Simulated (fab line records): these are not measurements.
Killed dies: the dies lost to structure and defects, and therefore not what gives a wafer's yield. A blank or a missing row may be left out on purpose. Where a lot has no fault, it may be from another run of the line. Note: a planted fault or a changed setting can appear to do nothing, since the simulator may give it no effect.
8D (eight disciplines) problem report, filled in by code || flow berkeley_cmos170 || the parts of the form that need people (team, actions taken, sign-off) are left out

== 1. PROBLEM STATEMENT ==
Wafers free of any fault read 0.0322 ohm/sq (standard deviation 0.00035) for M3_AL_RS at UCB170_M3_RS_MEAS_02, against a mean of 0.0726 ohm/sq on 5 wafers of 2 lots. That is +99 or more standard deviations from the usual mean.
The step: measures by four-point-probe.
Earliest sighting: wafer L642.1 on film_metro-03 at day 12 15:35. The record holds 41 wafers of 14 lots with a number at this step. Rule for "out" (also "out of limits"): further than 4 standard deviations from the usual mean. The rest of the wafers with a number are treated as sound.

== 2. WHAT THIS IS AND IS NOT ==
{"question": "which readings at this step", "is": "M3_AL_RS", "is not": "-"}
{"question": "which lots", "is": "L640, L642", "is not": "L624, L626, L627, L628, L629, L630, L631, L632, L634, L638, L645, L646"}
{"question": "which wafers of those lots", "is": "all that have a number", "is not": "-"}
{"question": "read on which gauges", "is": "film_metro-03", "is not": "film_metro-02, film_metro-04"}
{"question": "when", "is": "from day 12 15:35", "is not": "up to then (30 sound wafers); but 6 sound wafers of L645, L646 came after"}

== 3. SUSPECTS, AND WHAT RULES EACH OUT ==
Counting: any tool at a process step up to the reading is kept as a suspect provided that every lot that is out went through it and no sound lot did after the first of them.
- ruled out: the gauge at UCB170_M3_RS_MEAS_02. All the wafers that are out were read on film_metro-03, but those of them that UCB170_M3_SPUTTER_01 has rows for are out there too, on other tools.
- pvd_sputter-04 at UCB170_M3_SPUTTER_01 (material Al, target thk 900 nm, time 120 s): kept. Every lot that is out went through it, starting with L642 (day 12 15:31), and after that it ran no sound lot; the last sound lot it ran before then is L634 (day 11 17:15). On those wafers its own readings are out: cathode_dc_power_W.
Remaining after the count: pvd_sputter-04 at UCB170_M3_SPUTTER_01.

== 4. THE CAUSE (what the simulator had put in) ==
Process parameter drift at UCB170_M3_SPUTTER_01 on pvd_sputter-04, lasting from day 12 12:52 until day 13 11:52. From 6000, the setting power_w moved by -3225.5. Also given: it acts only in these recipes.
Counting left only this tool.

== 5. THE EFFECT CHAIN, in route order ==
Each row: a reading whose mean over the struck wafers that have a number lies more than 3 standard deviations from the usual. Only readings for which the record gives a usual standard deviation are gone through. hours: the time from each lot's start at the first step in this table that gives one to its start at this step, as a median over the lots. sigmas: the change in usual standard deviations.
{"hours": 0, "step": "UCB170_M3_SPUTTER_01", "reading": "cathode_dc_power_W", "usual": "5999.9 W", "on struck wafers": 2773.4, "change": -3226.5, "sigmas": "-99 or more"}
{"hours": 0, "step": "UCB170_M3_RS_MEAS_02", "reading": "M3_AL_RS", "usual": "0.0322 ohm/sq", "on struck wafers": 0.0726, "change": "+0.0404", "sigmas": "+99 or more"}
{"hours": 0, "step": "UCB170_M3_THK_MEAS_03", "reading": "M3_AL_THK", "usual": "904 nm", "on struck wafers": 406, "change": -498, "sigmas": -45}
{"hours": 3, "step": "UCB170_M3_METAL_ETCH_18", "reading": "oes_product_au", "usual": "0.860 a.u.", "on struck wafers": 0.590, "change": -0.270, "sigmas": -25}
Process steps it contains:
- UCB170_M3_SPUTTER_01: material Al, target thk 900 nm, time 120 s.
- UCB170_M3_METAL_ETCH_18: etches Al in Cl2/BCl3, stops on SiO2, target depth 1170 nm, time 195 s.

== 6. WHAT WOULD HAVE CAUGHT IT SOONER ==
The first out-of-limits reading at a measuring or inspecting step in this record came at day 12 15:35, 3 hours after the fault's start at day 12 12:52.
Tool's own readings at UCB170_M3_SPUTTER_01, cathode_dc_power_W: out on all struck wafers the step has rows for; an alarm limit on them would have tripped on the first.
L640, from the lots that are out (2), started UCB170_M3_SPUTTER_01 on pvd_sputter-04 later than day 12 15:35. A tool hold placed at that time would have kept it from harm.
